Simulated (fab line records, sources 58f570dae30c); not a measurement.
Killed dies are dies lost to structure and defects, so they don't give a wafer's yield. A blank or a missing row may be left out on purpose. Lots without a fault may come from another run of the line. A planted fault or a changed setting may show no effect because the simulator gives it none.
Problem report in the 8D (eight disciplines) form, filled by code | flow berkeley_cmos170 | the parts of the form that need people (team, actions taken, sign-off) are left out

1. THE PROBLEM
edge_zone_pressure_frac at UCB170_V2_CMP_02 reads a mean of 1.032 on 2 wafers of 2 lots; wafers without a fault read 1.000 with a standard deviation of 0.0048. That is +6.8 standard deviations from the usual mean.
The step: polishes SiO2.
First seen on wafer L265.1, day 10 02:17, on cmp-01. The record holds 42 wafers of 14 lots with a number at this step. Rule for "out", or "out of limits": more than 4 standard deviations from the usual mean. The other wafers with a number count as sound.

2. WHAT IT IS AND WHAT IT IS NOT
question                    | is                      | is not
which readings at this step | edge_zone_pressure_frac | motor_current_A
which lots                  | L264, L265              | L259, L260, L261, L262, L263, L266, L277, L278, L279, L280, L281, L282
which wafers of those lots  | L264.2, L265.1          | L264.1, L264.4, L265.5, L265.6
read on which tools         | cmp-01                  | cmp-02
when                        | from day 10 02:17       | up to then (20 sound wafers); but 20 sound wafers of L264, L277, L278, L279, L280, L281, L282 came after

3. SUSPECTS, AND WHAT RULES EACH OUT
Counting: a tool at a process step up to the reading stays a suspect if it ran every lot that is out. Sound lots after the first of them don't rule it out here, since some wafers of a struck lot are sound.
- cmp-01 at UCB170_V2_CMP_02 (polishes SiO2): kept. It ran every lot that is out, first L265 (day 10 02:17); its last sound lot up to then is L266 (day 9 20:56). Its own readings are out on those wafers: edge_zone_pressure_frac.
- Within cmp-01 at UCB170_V2_CMP_02: the wafers that are out ran in chamber 1; their sound lot-mates ran in chambers 0, 2, 3.
Left after counting: cmp-01 at UCB170_V2_CMP_02.

4. THE CAUSE (what the simulator had put in)
Process parameter drift: cmp-01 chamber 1, from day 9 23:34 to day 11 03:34, at UCB170_V2_CMP_02. Setting edge_zone_pressure_frac, moved by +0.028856.
Counting left only this tool.

5. THE CHAIN OF EFFECTS, in route order
Each row: a reading whose mean over the struck wafers that have a number lies more than 3 standard deviations from the usual. Only readings for which the record gives a usual standard deviation are gone through. hours: the time from each lot's start at the first step in this table that gives one to its start at this step, as a median over the lots. sigmas: the change in usual standard deviations.
hours | step             | reading                 | usual | on struck wafers | change | sigmas
0     | UCB170_V2_CMP_02 | edge_zone_pressure_frac | 1.000 | 1.032            | +0.032 | +6.8
The process steps in it:
- UCB170_V2_CMP_02: polishes SiO2.

6. WHAT WOULD HAVE CAUGHT IT SOONER
In this record the first reading out of limits was taken at day 10 02:17, 3 hours after the fault began at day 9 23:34.
